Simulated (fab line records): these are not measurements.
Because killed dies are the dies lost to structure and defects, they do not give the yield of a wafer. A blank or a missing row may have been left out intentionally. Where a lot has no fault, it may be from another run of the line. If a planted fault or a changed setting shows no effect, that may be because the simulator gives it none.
Lot-split experiment	flow berkeley cmos170	on a route of 331 steps: 5 lots, 23 wafers read

== SPLIT DETAILS ==
At UCB170_PSD_IMPLANT_08, the setting dose cm2 was moved away from the recipe's 3e+15 on 5 of the 23 wafers read, by -3.2% to +6.9%. All remaining wafers had this setting at the recipe value.

== FROM THE SPLIT TO THE READING: what the file shows between them, 9 steps ==
- UCB170_PSD_STRIP_09: strips in O2
- UCB170_PSD_TW_MEAS_10
- UCB170_NSD_STRIP_09: strips in O2 (also split here: power w)
- UCB170_BACKSIDE_COAT_01: resist thk 900 nm (also split here: spin rpm)
- UCB170_BACKSIDE_SOFTBAKE_02: time 60 s
- UCB170_BACKSIDE_STRIP_03: strips in O2
- UCB170_BACKSIDE_CLEAN_04: cleans in SPM, time 600 s
- UCB170_SDANNEAL_RTA_00: time 10 s
- UCB170_SDANNEAL_RTA_01: time 5 s

== THE READING ==
At UCB170_SDANNEAL_RS_MEAS_02, a four-point-probe measurement gives PSD_RS in ohm/sq. Fault-free wafers of this fab line usually give 75.55 ohm/sq, standard deviation 0.28 ohm/sq.

wafer	tool, chamber at the split	dose cm2 as run	against the recipe	PSD_RS, ohm/sq	against lot-mates on the recipe
L074.1	implanter-01, 0	3e+15	recipe	75.19	-
L074.2	implanter-01, 0	3e+15	recipe	75.40	-
L074.5	implanter-01, 0	3e+15	recipe	75.41	-
L078.1	implanter-03, 0	3e+15	recipe	75.83	-
L078.3	implanter-03, 0	3e+15	recipe	75.86	-
L078.4	implanter-03, 0	3e+15	recipe	76.07	-
L078.5	implanter-03, 0	3e+15	recipe	76.12	-
L078.6	implanter-03, 0	3e+15	recipe	75.90	-
L080.2	implanter-02, 0	3e+15	recipe	75.82	-
L080.3	implanter-02, 0	3e+15	recipe	75.77	-
L080.4	implanter-02, 0	3e+15	recipe	75.70	-
L080.5	implanter-02, 0	3e+15	recipe	75.65	-
L080.6	implanter-02, 0	3e+15	recipe	75.27	-
L081.1	implanter-01, 0	2.903e+15	-3.2%	77.56	+2.16
L081.2	implanter-01, 0	3e+15	recipe	75.47	-
L081.3	implanter-01, 0	2.903e+15	-3.2%	77.44	+2.03
L081.5	implanter-01, 0	3e+15	recipe	75.34	-
L081.6	implanter-01, 0	2.903e+15	-3.2%	77.80	+2.39
L084.2	implanter-01, 0	3.206e+15	+6.9%	71.63	-4.00
L084.3	implanter-01, 0	3e+15	recipe	75.55	-
L084.4	implanter-01, 0	3e+15	recipe	75.65	-
L084.5	implanter-01, 0	3.206e+15	+6.9%	71.81	-3.82
L084.6	implanter-01, 0	3e+15	recipe	75.69	-

THE FIT
A straight line over all 23 wafers: PSD_RS changes by -0.58 ohm/sq for each +1% of dose cm2; r = -0.98; the points scatter about the line by 0.25 ohm/sq.
The same after taking each lot's own level away (the mean of its wafers on the recipe; 23 wafers): -0.598 ohm/sq for each +1%; r = -0.99; scatter 0.17 ohm/sq.
Per that fit: largest dose cm2 move, reading shift of 4.1 ohm/sq.
Across the lots, their own levels run from 75.333 to 75.956 ohm/sq, a range of 2.2 times the standard deviation given above.
Hence the lot-to-lot level has little effect on the slope; both slopes agree.
Check: with one of the wafers moved furthest among these (+6.9%) left out of the fit, the line predicts -4.1 ohm/sq for it against its lot-mates. Against them it came out at -4 ohm/sq.

== ADDITIONAL SPLITS CARRIED BY THESE WAFERS ==
Before the reading, these wafers also passed through other splits. Each is held against what the fit with the lots' levels taken away leaves over:
other split on the same wafers	wafers away from the commonest value	r with PSD_RS (lot level and that fit taken away)
UCB170_NSD_STRIP_09 power w	5	+0.06
UCB170_BACKSIDE_COAT_01 spin rpm	11	+0.31

== THE WHOLE CHAIN: every reading that the file lists as answering this split, in the file's order ==
step	what it does	reading	change (the file's fit)	r (the file's)
UCB170_PSD_STRIP_09	strips in O2	strip time to endpoint s	withheld for each +1% of the setting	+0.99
UCB170_PSD_TW_MEAS_10		PSD_TW	+9.18 for each +1% of the setting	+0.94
UCB170_SDANNEAL_RS_MEAS_02	measures by four-point-probe	PSD_RS	-0.589 for each +1% of the setting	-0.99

== THE FILE'S OWN FIT ==
PSD_RS changes by -0.589 ohm/sq for each +1% of dose cm2, r = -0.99.
